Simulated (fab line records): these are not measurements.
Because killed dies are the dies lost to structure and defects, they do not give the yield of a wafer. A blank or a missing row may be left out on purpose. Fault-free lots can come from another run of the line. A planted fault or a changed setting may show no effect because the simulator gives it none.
8D (eight disciplines) problem report, filled in by code | flow ritCmos | the parts of the form that need people (team, actions taken, sign-off) are left out

== 1. WHAT WENT WRONG ==
Mean of spinSpeedRpm at RIT_GATE_COAT_11: 4088 rpm across 6 wafers in 2 lots; on wafers with no fault it is 4250 rpm (standard deviation 3.1). Relative to the usual mean, that is a shift of -52 standard deviations.
The step: resist thk 850 nm.
First seen on wafer L742.1, day 7 02:02, on lithoTrack-02. The record holds 18 wafers of 6 lots with a number at this step. Rule for "out", or "out of limits": more than 4 standard deviations from the usual mean. The other wafers with a number count as sound.

== 2. WHAT IT IS, AND WHAT IT ISN'T ==
question                    | is                     | is not
which readings at this step | spinSpeedRpm           | dispensePressureKPa
which lots                  | L742, L743             | L726, L727, L731, L740
which wafers of those lots  | all that have a number | -
read on which tools         | lithoTrack-02          | lithoTrack-03, lithoTrack-04
when                        | from day 7 02:02       | up to then (12 sound wafers)

== 3. THE SUSPECTS, EACH WITH WHAT RULES IT OUT ==
Counting: a tool stays on the suspect list if, at a process step up to the reading, it processed all lots that are out and no sound lot following the first of them.
- lithoTrack-02 at RIT_GATE_COAT_11 (resist thk 850 nm): kept. All lots that are out passed through it, beginning with L742 at day 7 02:02, and no sound lot followed; its final sound lot before that point was L726 at day 3 20:46. Its own spinSpeedRpm readings are out on those wafers.
The count leaves lithoTrack-02 at RIT_GATE_COAT_11.

== 4. THE CAUSE (what the simulator had put in) ==
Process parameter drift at RIT_GATE_COAT_11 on lithoTrack-02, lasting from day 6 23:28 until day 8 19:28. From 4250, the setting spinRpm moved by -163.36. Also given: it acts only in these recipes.
Counting left only this tool.

== 5. SEQUENCE OF EFFECTS, ordered by route ==
One row per reading whose mean, taken over the struck wafers that have a number, lies over 3 standard deviations from the usual. Only readings for which the record gives a usual standard deviation are gone through. hours: the time from each lot's start at the first step in this table that gives one to its start at this step, as a median over the lots. sigmas: the change in usual standard deviations.
hours | step             | reading      | usual    | on struck wafers | change | sigmas
0     | RIT_GATE_COAT_11 | spinSpeedRpm | 4250 rpm | 4088             | -162   | -52
Process steps it contains:
- RIT_GATE_COAT_11: resist thk 850 nm.
Later steps that measure or inspect, where all struck wafers having a row at the step show a number for every such reading and not one has moved that far: RIT_GATE_CD_MEAS_16, RIT_GATE_OVL_MEAS_17.

== 6. WHAT WOULD HAVE CAUGHT IT SOONER ==
3 hours passed between the start of the fault at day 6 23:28 and the first reading out of limits in this record, taken at day 7 02:02.
